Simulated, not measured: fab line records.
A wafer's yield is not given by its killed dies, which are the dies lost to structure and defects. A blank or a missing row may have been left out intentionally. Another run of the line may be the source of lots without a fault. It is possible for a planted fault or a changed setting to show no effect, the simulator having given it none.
Which tool is to blame? :: flow rit-cmos :: 13 lots with 39 wafers sampled at 2 steps, on a route of 202 steps

== WHAT EACH GAUGE READ, for each wafer ==
The record lacks any reading of a measuring or inspecting step that a usual standard deviation could be used to judge.

== WHAT TOOL EACH LOT RAN ON (gives the tool, then ch and the chambers of the sampled wafers, and finally the start) ==
lot: L508
RIT_GATE_DEVELOP_15: litho-track-02 ch 0, day 2 16:00
RIT_M1_PROBE_99: prober-01, day 3 12:49

lot: L509
RIT_GATE_DEVELOP_15: litho-track-02 ch 0, day 2 19:00
RIT_M1_PROBE_99: prober-02, day 3 15:34

lot: L510
RIT_GATE_DEVELOP_15: litho-track-03 ch 0, day 2 22:00
RIT_M1_PROBE_99: prober-01, day 3 20:54

lot: L511
RIT_GATE_DEVELOP_15: litho-track-02 ch 0, day 3 06:00
RIT_M1_PROBE_99: prober-01, day 4 04:39

lot: L512
RIT_GATE_DEVELOP_15: litho-track-02 ch 0, day 3 09:00
RIT_M1_PROBE_99: prober-02, day 4 06:49

lot: L513
RIT_GATE_DEVELOP_15: litho-track-04 ch 0, day 3 20:00
RIT_M1_PROBE_99: prober-01, day 4 17:17

lot: L514
RIT_GATE_DEVELOP_15: litho-track-03 ch 0, day 3 22:00
RIT_M1_PROBE_99: prober-02, day 4 19:04

lot: L517
RIT_GATE_DEVELOP_15: litho-track-02 ch 0, day 4 13:00
RIT_M1_PROBE_99: prober-01, day 5 11:03

lot: L522
RIT_GATE_DEVELOP_15: litho-track-04 ch 0, day 5 13:00
RIT_M1_PROBE_99: prober-02, day 6 20:14

lot: L523
RIT_GATE_DEVELOP_15: litho-track-04 ch 0, day 5 16:00
RIT_M1_PROBE_99: prober-01, day 6 20:38

lot: L527
RIT_GATE_DEVELOP_15: litho-track-03 ch 0, day 6 16:00
RIT_M1_PROBE_99: prober-01, day 7 13:28

lot: L528
RIT_GATE_DEVELOP_15: litho-track-02 ch 0, day 6 20:00
RIT_M1_PROBE_99: prober-02, day 7 18:59

lot: L531
RIT_GATE_DEVELOP_15: litho-track-03 ch 0, day 7 13:00
RIT_M1_PROBE_99: prober-01, day 8 09:56
- RIT_GATE_DEVELOP_15: develop time 50 s.
- RIT_M1_PROBE_99

== WHAT THE TOOLS THEMSELVES READ (means of the sampled wafers that have a number; where no wafer has one, the mark that the record gives instead) ==
RIT_M1_PROBE_99.
lot: L508
tool: prober-01
killed-at-contacts: 0.0
killed-at-front-end: 6.0
killed-dies: 6.0
killed-on-rim: 1.3
killed-open: 2.3
killed-short: 3.7

lot: L509
tool: prober-02
killed-at-contacts: 0.3
killed-at-front-end: 9.3
killed-dies: 9.7
killed-on-rim: 3.0
killed-open: 6.0
killed-short: 3.7

lot: L510
tool: prober-01
killed-at-contacts: 0.0
killed-at-front-end: 10.3
killed-dies: 10.3
killed-on-rim: 2.0
killed-open: 6.0
killed-short: 4.3

lot: L511
tool: prober-01
killed-at-contacts: 0.0
killed-at-front-end: 8.0
killed-dies: 8.0
killed-on-rim: 1.7
killed-open: 3.3
killed-short: 4.7

lot: L512
tool: prober-02
killed-at-contacts: 0.0
killed-at-front-end: 6.7
killed-dies: 6.7
killed-on-rim: 1.7
killed-open: 3.3
killed-short: 3.3

lot: L513
tool: prober-01
killed-at-contacts: 0.0
killed-at-front-end: 8.0
killed-dies: 8.0
killed-on-rim: 1.3
killed-open: 4.0
killed-short: 4.0

lot: L514
tool: prober-02
killed-at-contacts: 0.3
killed-at-front-end: 5.0
killed-dies: 5.3
killed-on-rim: 1.3
killed-open: 2.0
killed-short: 3.3

lot: L517
tool: prober-01
killed-at-contacts: 0.0
killed-at-front-end: 6.3
killed-dies: 6.3
killed-on-rim: 1.3
killed-open: 3.7
killed-short: 2.7

lot: L522
tool: prober-02
killed-at-contacts: 0.0
killed-at-front-end: 264.0
killed-dies: 264.0
killed-on-rim: 70.0
killed-open: 3.3
killed-short: 1.7

lot: L523
tool: prober-01
killed-at-contacts: 0.0
killed-at-front-end: 264.0
killed-dies: 264.0
killed-on-rim: 70.0
killed-open: 2.3
killed-short: 5.0

lot: L527
tool: prober-01
killed-at-contacts: 0.0
killed-at-front-end: 6.0
killed-dies: 6.0
killed-on-rim: 1.0
killed-open: 3.3
killed-short: 2.7

lot: L528
tool: prober-02
killed-at-contacts: 0.0
killed-at-front-end: 7.7
killed-dies: 7.7
killed-on-rim: 3.0
killed-open: 4.7
killed-short: 3.0

lot: L531
tool: prober-01
killed-at-contacts: 0.0
killed-at-front-end: 7.0
killed-dies: 7.0
killed-on-rim: 1.7
killed-open: 2.7
killed-short: 4.3

== THE ANSWER, worked out from the rows above alone ==
Rule: usual is defined by the lots themselves. The widest of any qualifying gaps counts: lots, ordered by their means at a reading, are off when they make up no more than a third of the lots, leave a main group of 4 or more, and stand apart from it by 3 or more times the standard deviation of that group's means. Not used: any main group whose means are identical at the precision the tables above print for the reading. A lot without any number at a reading at which 4 lots or more have one is off too. The other lots that the step has rows for count as sound. After the gauges, taken in route order, come the tools' own readings; for these a lot's mean is taken, as printed above. At the first step where some lot is off, the reading lying furthest off is the one used; lots without a number count as furthest.
Off: L522, L523, at RIT_M1_PROBE_99 (killed-at-front-end). For the main group the mean is 7.3 and the standard deviation 1.5.
A tool fits if, at that step or a process step before it, it ran every lot that is off, and no sound lot after the first of them. One candidate fits, namely litho-track-04 at RIT_GATE_DEVELOP_15. A fault onset in the window from L513 (day 3 20:00, its last sound lot) to L522 (day 5 13:00, its first lot off) fits.

== WHAT THE SIMULATOR HAD INSERTED ==
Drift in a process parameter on litho-track-04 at RIT_GATE_DEVELOP_15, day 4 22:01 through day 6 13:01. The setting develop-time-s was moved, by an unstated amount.
Struck lots among those shown: L522, L523. The rule above found the same.
